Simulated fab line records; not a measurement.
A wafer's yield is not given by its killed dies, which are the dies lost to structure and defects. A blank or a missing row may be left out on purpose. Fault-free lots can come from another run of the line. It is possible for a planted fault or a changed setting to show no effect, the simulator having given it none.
fab line records	flow rit-cmos
[record] lots = 13	wafers = 39	last-day = 7
route steps=202 shown SILICIDE@162
lots untouched by any fault: they come from a run of this same line in which no faults occurred
start-h: the number of hours between the record's first day and the start of the first shown wafer of the lot	wait-h: hours elapsed since this lot's preceding step	" the same as in the row above	L1.1+2: one row covering several wafers at once	- value missing, or start not given	* or withheld: withheld	< > ~ a bound
route shown NAME@n: names a module that has steps shown in the file, with the first one's number in the route	usual: mean and standard deviation over wafers with no fault	same: alike in all rows	chamber/n: place in a boat	sites: readings site by site	_std_site: their standard deviation	_edge_site: mean of outer sites minus mean of inner sites	radius-mm: for every site, how far away it sits from the centre of the wafer	mask NAME#n: copy n	behind: tool/chamber where the wafer was last shaped	hold: why the lot was held/for how many hours/how that ended	device: whichever transistor did not switch (one of n, p or np)	end of line: tests run on the same wafers once the route is complete	a step given without rows: its recipe and nothing more	killed: at the first sort, the dies lost to defects and structure; wafer yield is something else	map: dies across one wafer; x = killed, . = not, _ = none there
set.NAME: the setting the step ran with; set.NAME@STEP: the setting that earlier step ran with	model.NAME: the simulator's own value behind a step, which no gauge read
route steps across a sampled set of lots; one table per step, one row per wafer
services: when a tool's chamber went out of use (start-h, in hours from the record's first day, below 0 if earlier), for how many hours, and the reason
[[steps]]
[step RIT_SILICIDE_SPUTTER_01]
[recipe] material = Ti	target-thk-nm = 30	power-w = 337.6	chamber-pressure-pa = 0.667	gas = Ar	time-s = 240	substrate-temp-c = 25
[usual] chamber-pressure-pa = 0.6670/0.0013	throttle-valve-pct = 29.9/1.2
lot.wafer	tool	chamber	start-h	wait-h	chamber-pressure-pa	throttle-valve-pct
L281.1	pvd-sputter-03	-	52.89	0.0	0.6662	29.6
L281.4	"	-	"	"	0.6675	29.7
L281.5	"	-	"	"	0.6693	29.4
L282.2	pvd-sputter-04	-	61.14	0.0	0.6668	31.6
L282.4	"	-	"	"	0.6660	32.7
L282.6	"	-	"	"	0.6667	28.1
L284.1	pvd-sputter-04	-	73.05	0.0	0.6662	31.5
L284.3	"	-	"	"	0.6663	30.2
L284.4	"	-	"	"	0.6669	28.0
L286.1	pvd-sputter-04	-	82.40	0.0	0.6668	30.4
L286.2	"	-	"	"	0.6684	32.8
L286.3	"	-	"	"	0.6681	31.7
L287.2	pvd-sputter-03	-	85.81	0.0	0.6670	29.3
L287.4	"	-	"	"	0.6653	29.8
L287.5	"	-	"	"	0.6674	29.1
L288.2	pvd-sputter-04	-	90.94	0.0	0.6665	33.0
L288.4	"	-	"	"	0.6656	31.6
L288.6	"	-	"	"	0.6663	33.0
L289.1	pvd-sputter-03	-	99.14	0.0	0.6665	29.5
L289.3	"	-	"	"	0.6674	29.5
L289.5	"	-	"	"	0.6670	29.5
L290.2	pvd-sputter-02	-	100.92	0.0	0.6678	28.2
L290.4	"	-	"	"	0.6688	30.6
L290.5	"	-	"	"	0.6678	29.8
L291.4	pvd-sputter-02	-	106.81	0.0	0.6640	30.9
L291.5	"	-	"	"	0.6652	29.6
L291.6	"	-	"	"	0.6680	28.3
L294.2	pvd-sputter-03	-	117.65	0.0	0.6664	29.5
L294.3	"	-	"	"	0.6662	29.7
L294.5	"	-	"	"	0.6669	29.4
L295.2	pvd-sputter-02	-	126.90	0.0	0.6642	30.8
L295.3	"	-	"	"	0.6656	29.6
L295.4	"	-	"	"	0.6694	28.7
L296.1	pvd-sputter-03	-	130.59	0.0	0.6670	29.5
L296.5	"	-	"	"	0.6635	29.8
L296.6	"	-	"	"	0.6673	29.6
L304.2	pvd-sputter-03	-	167.41	0.0	0.6688	29.9
L304.5	"	-	"	"	0.6458	29.6
L304.6	"	-	"	"	0.6692	29.4
[step RIT_SILICIDE_RS_MEAS_02]
[recipe] thk-meas-gauge = four-point-probe	reads = Ti_of_SILICIDE_SPUTTER_01
[usual] SILICIDE_TI_RS = 49.7/0.57
lot.wafer	tool	chamber	start-h	wait-h	SILICIDE_TI_RS[ohm/sq]
L281.1	film-metro-01	-	53.04	0.1	50.0
L281.4	"	-	"	"	49.7
L281.5	"	-	"	"	50.1
L282.2	film-metro-02	-	61.31	0.1	50.1
L282.4	"	-	"	"	48.9
L282.6	"	-	"	"	48.9
L284.1	film-metro-01	-	73.20	0.1	51.0
L284.3	"	-	"	"	50.9
L284.4	"	-	"	"	50.4
L286.1	film-metro-02	-	82.55	0.1	49.7
L286.2	"	-	"	"	49.4
L286.3	"	-	"	"	49.8
L287.2	film-metro-04	-	85.98	0.1	49.6
L287.4	"	-	"	"	50.3
L287.5	"	-	"	"	50.4
L288.2	film-metro-01	-	91.11	0.1	49.1
L288.4	"	-	"	"	50.3
L288.6	"	-	"	"	50.2
L289.1	film-metro-01	-	99.29	0.1	49.2
L289.3	"	-	"	"	49.3
L289.5	"	-	"	"	49.3
L290.2	film-metro-04	-	101.09	0.1	49.3
L290.4	"	-	"	"	49.3
L290.5	"	-	"	"	50.0
L291.4	film-metro-04	-	107.02	0.1	49.6
L291.5	"	-	"	"	50.5
L291.6	"	-	"	"	49.9
L294.2	film-metro-01	-	117.82	0.1	48.9
L294.3	"	-	"	"	49.0
L294.5	"	-	"	"	48.4
L295.2	film-metro-01	-	127.07	0.1	49.2
L295.3	"	-	"	"	49.2
L295.4	"	-	"	"	49.6
L296.1	film-metro-01	-	130.74	0.1	50.4
L296.5	"	-	"	"	49.8
L296.6	"	-	"	"	50.3
L304.2	film-metro-01	-	167.58	0.1	48.9
L304.5	"	-	"	"	45.7
L304.6	"	-	"	"	49.1
[[services]]
tool	chamber	start-h	hours	kind
pvd-sputter-04	-	29.49	2.9	repair
pvd-sputter-02	-	63.99	2.9	repair
pvd-sputter-03	-	101.45	16.1	repair
pvd-sputter-03	-	112.44	2.2	repair
pvd-sputter-03	-	122.45	2.5	repair
pvd-sputter-03	-	148.62	1.4	repair
[[key]]
[first-sign] step = RIT_SILICIDE_SPUTTER_01	reading = chamber-pressure-pa	direction = down	sigmas = 16	usual = 0.6670	struck = 0.6458
[effect] step = RIT_SILICIDE_RS_MEAS_02	reading = SILICIDE_TI_RS	direction = down	sigmas = 6.9	usual = 49.7	struck = 45.7
met-at RIT_SILICIDE_SPUTTER_01
struck-lots L304
struck-wafers L304.5
tester-left-out L304
onset-between 130.59 167.41
[fault] kind = process-parameter-drift	tool = pvd-sputter-03	chamber = -	onset-h = 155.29	steps = RIT_SILICIDE_SPUTTER_01	channel = chamber-pressure-pa	offset = -0.020718	shape = step	end-h = 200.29	stated = 0.667	scope = struck-wafers-only
// tester-left-out: of these lots the tester's yield and bins aren't shown, on N5 and GAA mostly nor the transistor test; their killed dies are dies lost to structure and defects alone, not to doping, threshold or leakage, so they don't give the yield
